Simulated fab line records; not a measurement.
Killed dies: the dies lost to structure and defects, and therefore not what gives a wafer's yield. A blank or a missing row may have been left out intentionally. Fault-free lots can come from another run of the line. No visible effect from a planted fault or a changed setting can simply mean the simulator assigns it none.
Which of the tools did it? | flow rit-cmos | 14 lots with 42 wafers sampled at 2 steps, on a route of 202 steps

## WHAT EACH GAUGE READ, for each wafer
RIT_M1_CD_MEAS_90 targets a cd of 2600 nm. Usual: 2598 nm for cd-nm, sd 3.1.
lot  | measured    | on        | cd-nm (nm)     | flag
L458 | day 3 12:06 | cd-sem-02 | 2598 2601 2599 |
L459 | day 3 17:55 | cd-sem-01 | 2604 2599 2601 |
L460 | day 4 00:32 | cd-sem-01 | 2592 2591 2598 |
L463 | day 4 13:34 | cd-sem-01 | 2597 2606 2599 |
L464 | day 4 20:50 | cd-sem-01 | 2597 2601 2599 |
L465 | day 5 05:38 | cd-sem-02 | 2602 2599 2597 |
L468 | day 5 19:32 | cd-sem-02 | 2596 2598 2599 |
L467 | day 5 21:54 | cd-sem-02 | 2595 2597 2594 |
L469 | day 5 23:20 | cd-sem-01 | 2598 2601 2597 |
L471 | day 6 15:51 | cd-sem-02 | 2601 2600 2600 |
L474 | day 7 02:55 | cd-sem-01 | 2599 2597 2586 |
L476 | day 7 11:31 | cd-sem-02 | 2598 2585 2596 |
L477 | day 7 15:07 | cd-sem-01 | 2590 2594 2595 |
L480 | day 8 03:13 | cd-sem-01 | 2593 2593 2599 |

## TOOL THAT RAN EACH LOT (tool first, then ch and the chambers of the sampled wafers, then the start)
lot  | RIT_M1_METAL_ETCH_12
L458 | rie-metal-02 ch 0,1, day 3 11:35
L459 | rie-metal-03 ch 0,1, day 3 17:22
L460 | rie-metal-01 ch 0,1, day 4 00:00
L463 | rie-metal-01 ch 0,1, day 4 13:02
L464 | rie-metal-02 ch 0,1, day 4 20:19
L465 | rie-metal-03 ch 0,1, day 5 05:08
L468 | rie-metal-02 ch 0,1, day 5 18:59
L467 | rie-metal-03 ch 1, day 5 21:22
L469 | rie-metal-01 ch 0,1, day 5 22:48
L471 | rie-metal-03 ch 0,1, day 6 15:19
L474 | rie-metal-01 ch 0,1, day 7 02:23
L476 | rie-metal-01 ch 0,1, day 7 10:59
L477 | rie-metal-02 ch 0,1, day 7 14:24
L480 | rie-metal-02 ch 0,1, day 8 02:41
- RIT_M1_METAL_ETCH_12: etches Al in Cl2/BCl3, stops on SiO2, time 165 s, target depth 600 nm.

## AS READ BY THE TOOLS THEMSELVES (means over the sampled wafers that have a number; for cases with no such wafer, the mark the record gives instead)
RIT_M1_METAL_ETCH_12. Usual: drypump-motor-current-A 5.6 A, standard deviation 0.47; oes-product-au 0.779 a.u., standard deviation 0.012; run-length-s 193.2 s, standard deviation 0.52; throttle-valve-pct 8.21 %, standard deviation 0.11.
lot  | tool         | drypump-motor-current-A (A) | oes-product-au (a.u.) | run-length-s (s) | throttle-valve-pct (%) | flag
L458 | rie-metal-02 | 5.5                         | 0.769                 | 193.5            | 8.32                   |
L459 | rie-metal-03 | 5.8                         | 0.787                 | 193.2            | 8.14                   |
L460 | rie-metal-01 | 5.5                         | 0.777                 | 193.4            | 8.14                   |
L463 | rie-metal-01 | 5.5                         | 0.777                 | 193.3            | 8.14                   |
L464 | rie-metal-02 | 5.2                         | 0.775                 | 193.5            | 8.36                   |
L465 | rie-metal-03 | 6.2                         | 0.791                 | 192.8            | 8.16                   |
L468 | rie-metal-02 | 5.2                         | 0.773                 | 193.0            | 8.35                   |
L467 | rie-metal-03 | 6.5                         | 0.797                 | 192.5            | 8.18                   |
L469 | rie-metal-01 | 5.6                         | 0.766                 | 193.3            | 8.21                   |
L471 | rie-metal-03 | 5.8                         | 0.788                 | 193.2            | 8.14                   |
L474 | rie-metal-01 | 5.6                         | 0.745                 | 208.6            | 8.21                   | OFF
L476 | rie-metal-01 | 5.6                         | 0.745                 | 208.6            | 8.21                   | OFF
L477 | rie-metal-02 | 5.3                         | 0.764                 | 193.5            | 8.37                   |
L480 | rie-metal-02 | 5.2                         | 0.765                 | 193.3            | 8.36                   |

## THE ANSWER, worked out from the rows above alone
Rule: a lot counts as off when the mean over its wafers that have a number is more than 3 standard deviations away from the usual mean. A lot without any number at a reading at which 4 lots or more have one is off too. All remaining lots with rows at the step are treated as sound. First the gauges in route order, then the tools' own readings, where a lot's mean is used as printed above. At the first step where some lot is off, the reading lying furthest off is the one used; lots without a number count as furthest.
Off at RIT_M1_METAL_ETCH_12 (run-length-s): L474, L476.
If a tool, at that step or one of the process steps before it, ran each lot that is off and ran no sound lot following the first of them, it fits. One fits: RIT_M1_METAL_ETCH_12 on rie-metal-01. Its last sound lot is L469 (day 5 22:48), its first lot that is off L474 (day 7 02:23): a fault that began between those two fits.
On the lots that are off, the tool's own readings at RIT_M1_METAL_ETCH_12 differ by more than 5 times the standard deviation of the sound lots' means, which bears it out; run-length-s reads 208.6 s there versus 193.2 s on the sound lots.

## WHAT THE SIMULATOR HAD INSERTED
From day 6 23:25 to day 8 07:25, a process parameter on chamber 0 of rie-metal-01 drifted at RIT_M1_METAL_ETCH_12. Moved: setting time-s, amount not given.
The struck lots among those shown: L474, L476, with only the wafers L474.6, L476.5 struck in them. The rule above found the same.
